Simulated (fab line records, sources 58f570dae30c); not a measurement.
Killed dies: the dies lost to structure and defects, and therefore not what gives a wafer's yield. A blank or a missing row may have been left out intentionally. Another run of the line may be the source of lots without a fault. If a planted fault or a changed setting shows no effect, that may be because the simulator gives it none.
Lot-split experiment || flow berkeley-cmos170 || 23 wafers read across 5 lots, on a route 331 steps long

## ON THE SPLIT
At UCB170_GATE_COAT_07 (resist thk 900 nm), the setting spin-rpm was moved away from the recipe's 1500 rpm on 7 of the 23 wafers read, by -6.2% to +6.4%. For the rest of the wafers, this setting stayed at what the recipe calls for.

The reading comes from the split's own step.

## THE READING
KrF_of_GATE_COAT_07.thk-nm (the simulator's own value, which no gauge read), in nm, at UCB170_GATE_COAT_07 (resist thk 900 nm). There is no usual value for it anywhere in the file. Here, 16 wafers ran the recipe; their average is 900.4 nm with a standard deviation of 3.3 nm.

{"wafer": "L075.1", "tool, chamber at the split": "litho-track-02, 0", "spin-rpm as run, rpm": 1500, "against the recipe": "recipe", "KrF_of_GATE_COAT_07.thk-nm, nm": 899.3, "against lot-mates on the recipe": "-"}
{"wafer": "L075.2", "tool, chamber at the split": "litho-track-02, 0", "spin-rpm as run, rpm": 1407, "against the recipe": "-6.2%", "KrF_of_GATE_COAT_07.thk-nm, nm": 928.3, "against lot-mates on the recipe": "+27.4"}
{"wafer": "L075.3", "tool, chamber at the split": "litho-track-02, 0", "spin-rpm as run, rpm": 1407, "against the recipe": "-6.2%", "KrF_of_GATE_COAT_07.thk-nm, nm": 931.3, "against lot-mates on the recipe": "+30.4"}
{"wafer": "L075.4", "tool, chamber at the split": "litho-track-02, 0", "spin-rpm as run, rpm": 1500, "against the recipe": "recipe", "KrF_of_GATE_COAT_07.thk-nm, nm": 901.4, "against lot-mates on the recipe": "-"}
{"wafer": "L075.6", "tool, chamber at the split": "litho-track-02, 0", "spin-rpm as run, rpm": 1500, "against the recipe": "recipe", "KrF_of_GATE_COAT_07.thk-nm, nm": 902.1, "against lot-mates on the recipe": "-"}
{"wafer": "L076.1", "tool, chamber at the split": "litho-track-04, 0", "spin-rpm as run, rpm": 1500, "against the recipe": "recipe", "KrF_of_GATE_COAT_07.thk-nm, nm": 902.3, "against lot-mates on the recipe": "-"}
{"wafer": "L076.3", "tool, chamber at the split": "litho-track-04, 0", "spin-rpm as run, rpm": 1500, "against the recipe": "recipe", "KrF_of_GATE_COAT_07.thk-nm, nm": 902.5, "against lot-mates on the recipe": "-"}
{"wafer": "L076.4", "tool, chamber at the split": "litho-track-04, 0", "spin-rpm as run, rpm": 1500, "against the recipe": "recipe", "KrF_of_GATE_COAT_07.thk-nm, nm": 904.2, "against lot-mates on the recipe": "-"}
{"wafer": "L082.1", "tool, chamber at the split": "litho-track-04, 0", "spin-rpm as run, rpm": 1500, "against the recipe": "recipe", "KrF_of_GATE_COAT_07.thk-nm, nm": 895.7, "against lot-mates on the recipe": "-"}
{"wafer": "L082.3", "tool, chamber at the split": "litho-track-04, 0", "spin-rpm as run, rpm": 1596, "against the recipe": "+6.4%", "KrF_of_GATE_COAT_07.thk-nm, nm": 870.6, "against lot-mates on the recipe": -26.3}
{"wafer": "L082.4", "tool, chamber at the split": "litho-track-04, 0", "spin-rpm as run, rpm": 1500, "against the recipe": "recipe", "KrF_of_GATE_COAT_07.thk-nm, nm": 896, "against lot-mates on the recipe": "-"}
{"wafer": "L082.5", "tool, chamber at the split": "litho-track-04, 0", "spin-rpm as run, rpm": 1596, "against the recipe": "+6.4%", "KrF_of_GATE_COAT_07.thk-nm, nm": 868.8, "against lot-mates on the recipe": -28.1}
{"wafer": "L082.6", "tool, chamber at the split": "litho-track-04, 0", "spin-rpm as run, rpm": 1500, "against the recipe": "recipe", "KrF_of_GATE_COAT_07.thk-nm, nm": 898.9, "against lot-mates on the recipe": "-"}
{"wafer": "L083.1", "tool, chamber at the split": "litho-track-03, 0", "spin-rpm as run, rpm": 1500, "against the recipe": "recipe", "KrF_of_GATE_COAT_07.thk-nm, nm": 897.8, "against lot-mates on the recipe": "-"}
{"wafer": "L083.2", "tool, chamber at the split": "litho-track-03, 0", "spin-rpm as run, rpm": 1534, "against the recipe": "+2.3%", "KrF_of_GATE_COAT_07.thk-nm, nm": 886.4, "against lot-mates on the recipe": -9.2}
{"wafer": "L083.3", "tool, chamber at the split": "litho-track-03, 0", "spin-rpm as run, rpm": 1500, "against the recipe": "recipe", "KrF_of_GATE_COAT_07.thk-nm, nm": 893.5, "against lot-mates on the recipe": "-"}
{"wafer": "L083.5", "tool, chamber at the split": "litho-track-03, 0", "spin-rpm as run, rpm": 1534, "against the recipe": "+2.3%", "KrF_of_GATE_COAT_07.thk-nm, nm": 886, "against lot-mates on the recipe": -9.6}
{"wafer": "L083.6", "tool, chamber at the split": "litho-track-03, 0", "spin-rpm as run, rpm": 1534, "against the recipe": "+2.3%", "KrF_of_GATE_COAT_07.thk-nm, nm": 887, "against lot-mates on the recipe": -8.6}
{"wafer": "L085.1", "tool, chamber at the split": "litho-track-04, 0", "spin-rpm as run, rpm": 1500, "against the recipe": "recipe", "KrF_of_GATE_COAT_07.thk-nm, nm": 899.9, "against lot-mates on the recipe": "-"}
{"wafer": "L085.2", "tool, chamber at the split": "litho-track-04, 0", "spin-rpm as run, rpm": 1500, "against the recipe": "recipe", "KrF_of_GATE_COAT_07.thk-nm, nm": 902.3, "against lot-mates on the recipe": "-"}
{"wafer": "L085.3", "tool, chamber at the split": "litho-track-04, 0", "spin-rpm as run, rpm": 1500, "against the recipe": "recipe", "KrF_of_GATE_COAT_07.thk-nm, nm": 902, "against lot-mates on the recipe": "-"}
{"wafer": "L085.4", "tool, chamber at the split": "litho-track-04, 0", "spin-rpm as run, rpm": 1500, "against the recipe": "recipe", "KrF_of_GATE_COAT_07.thk-nm, nm": 906.5, "against lot-mates on the recipe": "-"}
{"wafer": "L085.5", "tool, chamber at the split": "litho-track-04, 0", "spin-rpm as run, rpm": 1500, "against the recipe": "recipe", "KrF_of_GATE_COAT_07.thk-nm, nm": 902.6, "against lot-mates on the recipe": "-"}

THE FIT
A straight line over all 23 wafers: KrF_of_GATE_COAT_07.thk-nm changes by -4.88 nm for each +1% of spin-rpm; r = -0.98; the points scatter about the line by 3.1 nm.
The same after taking each lot's own level away (the mean of its wafers on the recipe; 23 wafers): -4.42 nm for each +1%; r = -0.99; scatter 1.7 nm.
On that fit, the largest move of spin-rpm shifts the reading by 28 nm.
The span of the lots' own levels, 895.65 to 903.00 nm, comes to 2.2 times the standard deviation stated above.
Thus the slope moves with the lot-to-lot level: the two fits are different.
Check: with one of the wafers moved furthest among these (+6.4%) left out of the fit, the line predicts -28.6 nm for it against its lot-mates. It came out at -26.3 nm against them.

## OTHER SPLITS APPLIED TO THESE WAFERS
These wafers also went through other splits before the reading. Each is held against what the fit with the lots' levels taken away leaves over:
{"other split on the same wafers": "UCB170_ZERO_COAT_01 spin-rpm", "wafers away from the commonest value": 6, "r with KrF_of_GATE_COAT_07.thk-nm (lot level and that fit taken away)": "+0.19"}
{"other split on the same wafers": "UCB170_ZERO_SOFTBAKE_02 temp-c", "wafers away from the commonest value": 7, "r with KrF_of_GATE_COAT_07.thk-nm (lot level and that fit taken away)": "+0.06"}
{"other split on the same wafers": "UCB170_NWELL_IMPLANT_14 dose-cm2", "wafers away from the commonest value": 6, "r with KrF_of_GATE_COAT_07.thk-nm (lot level and that fit taken away)": "+0.02"}
{"other split on the same wafers": "UCB170_PWELL_CVD_05 sih2cl2-flow-sccm", "wafers away from the commonest value": 15, "r with KrF_of_GATE_COAT_07.thk-nm (lot level and that fit taken away)": -0.02}
{"other split on the same wafers": "UCB170_ACTIVE_COAT_08 resist-thk-nm", "wafers away from the commonest value": 9, "r with KrF_of_GATE_COAT_07.thk-nm (lot level and that fit taken away)": "+0.22"}
{"other split on the same wafers": "UCB170_ACTIVE_ETCH_15 time-s", "wafers away from the commonest value": 7, "r with KrF_of_GATE_COAT_07.thk-nm (lot level and that fit taken away)": "+0.23"}
{"other split on the same wafers": "UCB170_PFIELD_IMPLANT_07 dose-cm2", "wafers away from the commonest value": 5, "r with KrF_of_GATE_COAT_07.thk-nm (lot level and that fit taken away)": "+0.08"}
{"other split on the same wafers": "UCB170_PVT_STRIP_08 overash-fraction", "wafers away from the commonest value": 10, "r with KrF_of_GATE_COAT_07.thk-nm (lot level and that fit taken away)": "+0.14"}

## FILE'S OWN FIT
KrF_of_GATE_COAT_07.thk-nm changes by -4.42 nm for each +1% of spin-rpm, r = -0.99.
